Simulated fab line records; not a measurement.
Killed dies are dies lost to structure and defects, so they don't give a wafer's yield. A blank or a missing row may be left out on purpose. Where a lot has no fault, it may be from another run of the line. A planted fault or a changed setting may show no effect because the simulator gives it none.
Which of the tools did it? | flow rit-cmos | 14 lots, 42 wafers sampled, at 3 steps of a route of 202

## WHAT THE GAUGES READ, wafer by wafer
RIT_M1_RS_MEAS_01: uses a four-point probe to measure. Usual: M1_AL_RS gives 0.0735 ohm/sq (standard deviation 0.00098).
lot  | measured    | on            | M1_AL_RS (ohm/sq)    | flag
L161 | day 3 21:43 | film-metro-04 | 0.0738 0.0726 0.0731 |
L164 | day 4 13:24 | film-metro-03 | 0.0742 0.0736 0.0745 |
L165 | day 4 22:07 | film-metro-04 | 0.0736 0.0724 0.0741 |
L166 | day 4 23:23 | film-metro-03 | 0.0418 0.0419 0.0418 | OFF
L168 | day 5 08:01 | film-metro-03 | 0.0420 0.0419 0.0417 | OFF
L171 | day 6 04:12 | film-metro-04 | 0.0732 0.0752 0.0745 |
L173 | day 6 10:49 | film-metro-03 | 0.0730 0.0730 0.0760 |
L175 | day 6 22:43 | film-metro-03 | 0.0742 0.0752 0.0752 |
L176 | day 7 04:44 | film-metro-04 | 0.0723 0.0741 0.0729 |
L177 | day 7 06:49 | film-metro-03 | 0.0741 0.0752 0.0754 |
L178 | day 7 14:19 | film-metro-04 | 0.0739 0.0738 0.0747 |
L179 | day 7 16:56 | film-metro-04 | 0.0747 0.0721 0.0731 |
L180 | day 7 20:20 | film-metro-04 | 0.0731 0.0731 0.0730 |
L181 | day 8 02:19 | film-metro-04 | 0.0723 0.0732 0.0761 |

RIT_M1_THK_MEAS_02: measures by xrf. Usual: M1_AL_THK gives 407 nm (standard deviation 5.9).
lot  | measured    | on            | M1_AL_THK (nm) | flag
L161 | day 3 21:50 | film-metro-04 | 409 411 412    |
L164 | day 4 13:30 | film-metro-03 | 401 406 402    |
L165 | day 4 22:14 | film-metro-04 | 407 417 406    |
L166 | day 4 23:29 | film-metro-03 | 708 704 709    | OFF
L168 | day 5 08:08 | film-metro-03 | 707 711 709    | OFF
L171 | day 6 04:19 | film-metro-04 | 411 402 405    |
L173 | day 6 10:56 | film-metro-03 | 410 411 393    |
L175 | day 6 22:50 | film-metro-03 | 404 396 398    |
L176 | day 7 04:51 | film-metro-04 | 416 405 417    |
L177 | day 7 06:56 | film-metro-03 | 402 396 397    |
L178 | day 7 14:26 | film-metro-04 | 405 408 400    |
L179 | day 7 17:01 | film-metro-04 | 401 417 412    |
L180 | day 7 20:27 | film-metro-04 | 412 412 413    |
L181 | day 8 02:26 | film-metro-04 | 414 411 396    |

## EACH LOT AND THE TOOL THAT RAN IT (in order: tool; ch and the chambers of the sampled wafers; start)
lot  | RIT_M1_SPUTTER_00
L161 | pvd-sputter-04, day 3 21:25
L164 | pvd-sputter-03, day 4 13:04
L165 | pvd-sputter-02, day 4 21:49
L166 | pvd-sputter-03, day 4 23:04
L168 | pvd-sputter-03, day 5 07:44
L171 | pvd-sputter-02, day 6 03:53
L173 | pvd-sputter-02, day 6 10:32
L175 | pvd-sputter-02, day 6 22:25
L176 | pvd-sputter-04, day 7 04:26
L177 | pvd-sputter-02, day 7 06:31
L178 | pvd-sputter-04, day 7 14:01
L179 | pvd-sputter-02, day 7 16:34
L180 | pvd-sputter-03, day 7 20:02
L181 | pvd-sputter-02, day 8 02:02
- RIT_M1_SPUTTER_00: material Al, target thk 400 nm, time 500 s.

## WHAT THE TOOLS THEMSELVES READ (means of the sampled wafers that have a number; where no wafer has one, the mark that the record gives instead)
RIT_M1_SPUTTER_00. Usual: cathode-dc-power-W 2000.0 W, standard deviation 0.36; throttle-valve-pct 30.3 %, standard deviation 1.2.
lot  | tool           | cathode-dc-power-W (W) | throttle-valve-pct (%) | flag
L161 | pvd-sputter-04 | 2000.1                 | 29.9                   |
L164 | pvd-sputter-03 | 1999.8                 | 30.8                   |
L165 | pvd-sputter-02 | 2000.1                 | 30.0                   |
L166 | pvd-sputter-03 | 1999.9                 | 30.3                   |
L168 | pvd-sputter-03 | 2000.1                 | 30.8                   |
L171 | pvd-sputter-02 | 2000.1                 | 30.6                   |
L173 | pvd-sputter-02 | 2000.3                 | 30.4                   |
L175 | pvd-sputter-02 | 2000.3                 | 31.6                   |
L176 | pvd-sputter-04 | 2000.2                 | 29.7                   |
L177 | pvd-sputter-02 | 2000.2                 | 31.4                   |
L178 | pvd-sputter-04 | 2000.0                 | 29.9                   |
L179 | pvd-sputter-02 | 1999.9                 | 30.7                   |
L180 | pvd-sputter-03 | 1999.8                 | 30.9                   |
L181 | pvd-sputter-02 | 2000.2                 | 30.5                   |

## THE ANSWER, worked out from the rows above alone
Rule: lot off if the mean of its wafers having a number is beyond 3 standard deviations from the usual mean. Also off: a lot with no number at a reading for which 4 or more lots have one. All remaining lots with rows at the step are treated as sound. After the gauges, taken in route order, come the tools' own readings; for these a lot's mean is taken, as printed above. The first step at which some lot is off is used, and at that step the reading that is off furthest; a lot without a number counts as furthest.
Off: L166, L168, at RIT_M1_RS_MEAS_01 (M1_AL_RS).
If a tool, at a process step before that reading, ran all the lots that are off and no sound lot after the first of them, it fits. The gauges at RIT_M1_RS_MEAS_01 are tried like those tools. Of those tried, none fits.

## WHAT THE SIMULATOR PUT IN
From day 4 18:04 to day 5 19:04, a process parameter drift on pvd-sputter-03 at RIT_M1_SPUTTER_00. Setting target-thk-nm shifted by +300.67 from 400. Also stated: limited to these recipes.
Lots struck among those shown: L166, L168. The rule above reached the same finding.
